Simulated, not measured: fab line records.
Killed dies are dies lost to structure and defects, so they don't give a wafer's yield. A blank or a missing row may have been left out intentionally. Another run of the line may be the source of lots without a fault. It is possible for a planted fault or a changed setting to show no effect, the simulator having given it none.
fab line records / flow berkeley_cmos170
[record] lots = 12 wafers = 36 last_day = 12
route steps=331 shown START@4
lots that met no fault: taken from a fault-free run of the same line
start_h: start of the lot's first displayed wafer, in hours after the record's first day / wait_h: hours elapsed since this lot's preceding step / " as in the row above / L1.1+2: several wafers, shown together as one row / - no value, or no start given / * or withheld: withheld / < > ~ a bound
route shown NAME@n: NAME is a module with steps in the file, n the number in the route of the first one / usual: average and standard deviation across the fault-free wafers / same: alike in all rows / chamber/n: place in a boat / sites: each site's reading / _std_site: the values' standard deviation / _edge_site: inner sites' mean taken away from outer sites' mean / radius_mm: how far each site lies from the wafer's centre / mask NAME#n: copy n / behind: the most recent tool/chamber to have shaped the wafer / hold: why the lot went on hold/how many hours it stayed there/how the hold came to an end / device: the n, p or np transistor that did not switch / end of line: the route-end tests of the same wafers / for a step that has no rows: nothing shown but its recipe / killed: the dies lost at the first sort to structure and to defects; this is not the yield of the wafer / map: shows each die of a wafer: x if killed, . if not, _ if none is there
set.NAME: the setting the step ran with; set.NAME@STEP: the setting that earlier step ran with / model.NAME: the simulator's own value behind a step, which no gauge read
one table for each step of the route and one row for each wafer, over a sample of lots
[[steps]]
[step UCB170_START_THK_MEAS_03]
[recipe] reads = SiO2_of_START_OXIDATION_02
[usual] START_OXIDE_THK = 19.9/0.34
lot.wafer=L527.2 tool=film_metro-01 chamber=- start_h=13.67 wait_h=0.0 START_OXIDE_THK[nm]=20.0
lot.wafer=L527.3 tool=film_metro-01 chamber=- start_h=13.67 wait_h=0.0 START_OXIDE_THK[nm]=19.7
lot.wafer=L527.4 tool=film_metro-01 chamber=- start_h=13.67 wait_h=0.0 START_OXIDE_THK[nm]=20.0
lot.wafer=L528.2 tool=film_metro-01 chamber=- start_h=17.75 wait_h=0.0 START_OXIDE_THK[nm]=20.1
lot.wafer=L528.4 tool=film_metro-01 chamber=- start_h=17.75 wait_h=0.0 START_OXIDE_THK[nm]=19.5
lot.wafer=L528.5 tool=film_metro-01 chamber=- start_h=17.75 wait_h=0.0 START_OXIDE_THK[nm]=19.7
lot.wafer=L529.2 tool=film_metro-02 chamber=- start_h=24.85 wait_h=0.0 START_OXIDE_THK[nm]=20.0
lot.wafer=L529.4 tool=film_metro-02 chamber=- start_h=24.85 wait_h=0.0 START_OXIDE_THK[nm]=20.6
lot.wafer=L529.6 tool=film_metro-02 chamber=- start_h=24.85 wait_h=0.0 START_OXIDE_THK[nm]=20.2
lot.wafer=L530.1 tool=film_metro-01 chamber=- start_h=30.38 wait_h=0.0 START_OXIDE_THK[nm]=20.3
lot.wafer=L530.2 tool=film_metro-01 chamber=- start_h=30.38 wait_h=0.0 START_OXIDE_THK[nm]=20.4
lot.wafer=L530.5 tool=film_metro-01 chamber=- start_h=30.38 wait_h=0.0 START_OXIDE_THK[nm]=20.2
lot.wafer=L539.3 tool=film_metro-04 chamber=- start_h=74.14 wait_h=0.0 START_OXIDE_THK[nm]=24.1
lot.wafer=L539.5 tool=film_metro-04 chamber=- start_h=74.14 wait_h=0.0 START_OXIDE_THK[nm]=24.0
lot.wafer=L539.6 tool=film_metro-04 chamber=- start_h=74.14 wait_h=0.0 START_OXIDE_THK[nm]=23.9
lot.wafer=L541.2 tool=film_metro-04 chamber=- start_h=86.07 wait_h=0.0 START_OXIDE_THK[nm]=24.1
lot.wafer=L541.3 tool=film_metro-04 chamber=- start_h=86.07 wait_h=0.0 START_OXIDE_THK[nm]=23.9
lot.wafer=L541.6 tool=film_metro-04 chamber=- start_h=86.07 wait_h=0.0 START_OXIDE_THK[nm]=23.9
lot.wafer=L542.1 tool=film_metro-04 chamber=- start_h=89.44 wait_h=0.0 START_OXIDE_THK[nm]=23.8
lot.wafer=L542.3 tool=film_metro-04 chamber=- start_h=89.44 wait_h=0.0 START_OXIDE_THK[nm]=23.9
lot.wafer=L542.6 tool=film_metro-04 chamber=- start_h=89.44 wait_h=0.0 START_OXIDE_THK[nm]=23.6
lot.wafer=L544.2 tool=film_metro-02 chamber=- start_h=99.12 wait_h=0.0 START_OXIDE_THK[nm]=19.9
lot.wafer=L544.4 tool=film_metro-02 chamber=- start_h=99.12 wait_h=0.0 START_OXIDE_THK[nm]=19.9
lot.wafer=L544.5 tool=film_metro-02 chamber=- start_h=99.12 wait_h=0.0 START_OXIDE_THK[nm]=20.1
lot.wafer=L547.4 tool=film_metro-01 chamber=- start_h=115.37 wait_h=0.0 START_OXIDE_THK[nm]=19.9
lot.wafer=L547.5 tool=film_metro-01 chamber=- start_h=115.37 wait_h=0.0 START_OXIDE_THK[nm]=19.8
lot.wafer=L547.6 tool=film_metro-01 chamber=- start_h=115.37 wait_h=0.0 START_OXIDE_THK[nm]=19.8
lot.wafer=L548.1 tool=film_metro-02 chamber=- start_h=118.26 wait_h=0.0 START_OXIDE_THK[nm]=20.0
lot.wafer=L548.2 tool=film_metro-02 chamber=- start_h=118.26 wait_h=0.0 START_OXIDE_THK[nm]=19.9
lot.wafer=L548.5 tool=film_metro-02 chamber=- start_h=118.26 wait_h=0.0 START_OXIDE_THK[nm]=19.7
lot.wafer=L549.3 tool=film_metro-01 chamber=- start_h=124.03 wait_h=0.0 START_OXIDE_THK[nm]=19.9
lot.wafer=L549.4 tool=film_metro-01 chamber=- start_h=124.03 wait_h=0.0 START_OXIDE_THK[nm]=19.9
lot.wafer=L549.6 tool=film_metro-01 chamber=- start_h=124.03 wait_h=0.0 START_OXIDE_THK[nm]=20.2
lot.wafer=L550.1 tool=film_metro-02 chamber=- start_h=128.11 wait_h=0.0 START_OXIDE_THK[nm]=19.4
lot.wafer=L550.3 tool=film_metro-02 chamber=- start_h=128.11 wait_h=0.0 START_OXIDE_THK[nm]=19.4
lot.wafer=L550.6 tool=film_metro-02 chamber=- start_h=128.11 wait_h=0.0 START_OXIDE_THK[nm]=19.9
[[key]]
[first_sign] step = UCB170_START_THK_MEAS_03 reading = START_OXIDE_THK direction = up sigmas = 12 usual = 19.9 struck = 23.9
effect none on later readings
met_at UCB170_START_THK_MEAS_03
struck_lots L539,L541,L542
tester_left_out L539,L541,L542
[fault] kind = metrology_matching_offset tool = film_metro-04 chamber = - onset_h = 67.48 steps = UCB170_START_THK_MEAS_03 param = thk_nm offset = 3.7704
// tester_left_out: of these lots the tester's yield and bins aren't shown, on N5 and GAA mostly nor the transistor test; their killed dies are dies lost to structure and defects alone, not to doping, threshold or leakage, so they don't give the yield
